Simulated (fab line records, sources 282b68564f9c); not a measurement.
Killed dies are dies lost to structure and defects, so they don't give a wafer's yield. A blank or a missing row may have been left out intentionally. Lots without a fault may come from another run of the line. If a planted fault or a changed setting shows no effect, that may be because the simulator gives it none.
Which tool was responsible? ; flow rit-cmos ; 14 lots with 42 wafers sampled at 4 steps, on a route of 202 steps

## WHAT THE GAUGES SHOWED, per wafer
RIT_NWELL_OVL_MEAS_06. Usual: for NWELL_OVL the level is 0.5 nm and the standard deviation is 1.3.
lot;measured;on;NWELL_OVL (nm);flag
L582;day 2 02:49;overlay-02;0.7 0.8 -0.8;
L584;day 2 08:06;overlay-02;0.1 0.3 0.3;
L585;day 2 18:30;overlay-02;0.4 -0.8 -0.2;
L586;day 2 22:58;overlay-01;0.9 0.6 1.9;
L588;day 3 12:16;overlay-01;2.3 2.0 2.9;
L592;day 4 02:22;overlay-01;1.7 2.7 0.0;
L593;day 4 08:48;overlay-01;1.1 2.7 0.7;
L594;day 4 11:27;overlay-02;1.0 2.1 0.2;
L596;day 4 20:14;overlay-01;0.0 0.7 0.7;
L597;day 5 00:29;overlay-02;0.9 0.6 -0.8;
L598;day 5 06:34;overlay-02;2.4 1.5 2.8;
L599;day 5 09:50;overlay-01;-0.1 0.6 -1.7;
L601;day 5 20:42;overlay-01;1.6 0.8 0.7;
L602;day 6 00:31;overlay-02;-1.3 -0.3 0.1;

RIT_NWELL_TW_MEAS_10. Usual: for NWELL_TW the level is 2131 and the standard deviation is 31.
lot;measured;on;NWELL_TW;flag
L582;day 2 03:26;film-metro-03;2144 2141 2130;
L584;day 2 08:43;film-metro-03;2132 2136 2135;
L585;day 2 19:07;film-metro-02;2107 2103 2103;
L586;day 2 23:35;film-metro-02;2120 2099 2120;
L588;day 3 12:52;film-metro-03;2173 2182 2193;
L592;day 4 03:13;film-metro-01;2126 2123 2127;
L593;day 4 09:25;film-metro-01;2104 2111 2116;
L594;day 4 12:04;film-metro-01;2124 2115 2103;
L596;day 4 20:56;film-metro-03;2176 2181 2159;
L597;day 5 01:06;film-metro-03;2178 2191 2171;
L598;day 5 07:11;film-metro-01;2133 2129 2121;
L599;day 5 10:27;film-metro-01;2122 2121 2106;
L601;day 5 21:19;film-metro-03;2164 2183 2187;
L602;day 6 01:08;film-metro-01;2121 2123 2126;

RIT_WELLDRIVE_RS_MEAS_01: uses a four-point probe to measure. Usual: for NWELL_RS the level is 275.4 ohm/sq and the standard deviation is 0.78.
lot;measured;on;NWELL_RS (ohm/sq);flag
L582;day 2 10:20;film-metro-02;274.5 275.2 275.0;
L584;day 2 16:50;film-metro-03;274.7 276.1 276.3;
L585;day 3 02:12;film-metro-02;276.1 276.2 276.4;
L586;day 3 10:17;film-metro-03;275.7 276.0 275.3;
L588;day 3 19:35;film-metro-02;275.4 275.6 275.3;
L592;day 4 10:08;film-metro-03;274.8 274.3 274.1;
L593;day 4 16:07;film-metro-02;276.0 277.0 276.5;
L594;day 4 19:34;film-metro-03;276.2 275.1 275.7;
L596;day 5 03:43;film-metro-03;274.9 274.6 274.6;
L597;day 5 08:29;film-metro-02;276.3 275.3 275.9;
L598;day 5 14:01;film-metro-03;273.9 274.9 274.5;
L599;day 5 17:22;film-metro-03;275.5 275.1 275.9;
L601;day 6 04:20;film-metro-02;277.0 275.2 275.0;
L602;day 6 08:27;film-metro-02;275.8 275.4 275.1;

## WHAT TOOL EACH LOT RAN ON (gives the tool, then ch and the chambers of the sampled wafers, and finally the start)
lot;RIT_PWELL_SOFTBAKE_02
L582;litho-track-01 ch 0, day 2 03:49
L584;litho-track-04 ch 0, day 2 09:04
L585;litho-track-04 ch 0, day 2 19:29
L586;litho-track-01 ch 0, day 2 23:56
L588;litho-track-01 ch 0, day 3 13:15
L592;litho-track-01 ch 0, day 4 03:34
L593;litho-track-01 ch 0, day 4 09:47
L594;litho-track-03 ch 0, day 4 12:26
L596;litho-track-03 ch 0, day 4 21:23
L597;litho-track-04 ch 0, day 5 01:28
L598;litho-track-03 ch 0, day 5 07:34
L599;litho-track-03 ch 0, day 5 10:49
L601;litho-track-03 ch 0, day 5 21:40
L602;litho-track-03 ch 0, day 6 01:29
- RIT_PWELL_SOFTBAKE_02: time 60 s.

## WHAT THE TOOLS THEMSELVES READ (means of the sampled wafers that have a number; where no wafer has one, the mark that the record gives instead)
RIT_PWELL_SOFTBAKE_02. Usual: heater-power-total-W 34.56 W, standard deviation 0.047; resist-line-temp-C 22.99 C, standard deviation 0.11; run-length-s 89.11 s, standard deviation 0.26.
lot;tool;heater-power-total-W (W);resist-line-temp-C (C);run-length-s (s);flag
L582;litho-track-01;34.58;23.21;89.05;
L584;litho-track-04;34.61;22.99;88.98;
L585;litho-track-04;34.56;23.10;88.83;
L586;litho-track-01;34.59;23.01;88.98;
L588;litho-track-01;34.50;22.89;89.03;
L592;litho-track-01;36.71;23.00;77.84;OFF
L593;litho-track-01;36.65;23.11;77.66;OFF
L594;litho-track-03;34.57;23.07;89.43;
L596;litho-track-03;34.54;22.98;89.47;
L597;litho-track-04;34.58;22.92;88.78;
L598;litho-track-03;34.50;22.86;89.41;
L599;litho-track-03;34.52;23.14;89.36;
L601;litho-track-03;34.58;23.04;89.46;
L602;litho-track-03;34.58;22.91;89.46;

## THE ANSWER, worked out from the rows above alone
Rule: a lot counts as off when the mean over its wafers that have a number is more than 3 standard deviations away from the usual mean. Also off: a lot with no number at a reading for which 4 or more lots have one. Where the step has rows for the other lots, those lots are counted as sound. Order of review: gauges by route order, followed by the tools' own readings, for which a lot's mean as printed above is used. The first step at which some lot is off is used, and at that step the reading that is off furthest; a lot without a number counts as furthest.
Off, at RIT_PWELL_SOFTBAKE_02 on heater-power-total-W: L592, L593.
If a tool, at that step or one of the process steps before it, ran each lot that is off and ran no sound lot following the first of them, it fits. One candidate fits, namely litho-track-01 at RIT_PWELL_SOFTBAKE_02. A fault onset in the window from L588 (day 3 13:15, its last sound lot) to L592 (day 4 03:34, its first lot off) fits.
The tool's own readings at RIT_PWELL_SOFTBAKE_02 bear it out: on the lots that are off they differ by more than 5 times the standard deviation of the sound lots' means. heater-power-total-W reads 36.68 W there against 34.56 W on the sound lots; run-length-s reads 77.75 s there against 89.19 s on the sound lots.

## WHAT HAD BEEN PUT IN BY THE SIMULATOR
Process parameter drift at RIT_PWELL_SOFTBAKE_02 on litho-track-01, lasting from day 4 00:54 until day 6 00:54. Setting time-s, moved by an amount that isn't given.
Lots struck among those shown: L592, L593. Same finding as the rule above.
